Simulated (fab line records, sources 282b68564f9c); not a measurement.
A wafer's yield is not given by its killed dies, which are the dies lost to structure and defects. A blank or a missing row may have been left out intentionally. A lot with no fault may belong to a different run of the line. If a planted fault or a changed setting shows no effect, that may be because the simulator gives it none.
2 desks looking at one fault | flow rit-cmos | each desk holds nothing but its own numbers, with what lay behind them at the end

METROLOGY DESK
Means of the sampled wafers that have a number, per lot and without regard to the tool the lot ran on: this is what the gauges read. Any lot whose mean is over 4 standard deviations away from the usual mean is out of limits and marked OUT; that distance is given in the brackets.
Columns: A = NWELL_OVL at RIT_NWELL_OVL_MEAS_06, usual 1.1 nm
lot  | first seen here | A
L855 | day 2 02:33     | 0.9
L856 | day 2 06:55     | 0.2
L857 | day 2 11:55     | 2.0
L858 | day 2 15:49     | 0.6
L859 | day 2 19:29     | 2.6
L860 | day 3 01:00     | -0.6
L861 | day 3 04:40     | 0.5
L862 | day 3 10:28     | 1.3
L863 | day 3 14:17     | 1.7
L869 | day 4 19:50     | 4.4
L870 | day 5 02:57     | 4.0
L871 | day 5 05:44     | 5.0
Finding of this desk: none of the 12 lots has anything out of limits.

TOOL OWNER'S DESK, iline-stepper-02
The tool's own readings at RIT_NWELL_EXPOSE_03 (exposes mask M2, target cd 43900 nm): means of the sampled wafers that have a number, for each lot that ran on this tool. Any lot whose mean is over 4 standard deviations away from the usual mean is out of limits and marked OUT; that distance is given in the brackets.
Columns: A = reticle-temp-C at RIT_NWELL_EXPOSE_03, usual 23.04 C; B = stage-vel-mm-s at RIT_NWELL_EXPOSE_03, usual 499.96 mm/s
lot  | first seen here | A     | B
L855 | day 2 02:09     | 23.00 | 499.69
L858 | day 2 15:24     | 22.95 | 500.05
L859 | day 2 19:04     | 23.01 | 500.04
L863 | day 3 13:52     | 23.09 | 499.96
L869 | day 4 19:25     | 23.09 | 499.95
L870 | day 5 02:32     | 23.27 | 500.36
L871 | day 5 05:19     | 22.86 | 499.96
Finding of this desk: none of the 7 lots has anything out of limits.

PUT TOGETHER
From the metrology desk's view, nothing was out of limits.
The tool owner's desk saw nothing out of limits.

WHAT THE SIMULATOR HAD PUT IN
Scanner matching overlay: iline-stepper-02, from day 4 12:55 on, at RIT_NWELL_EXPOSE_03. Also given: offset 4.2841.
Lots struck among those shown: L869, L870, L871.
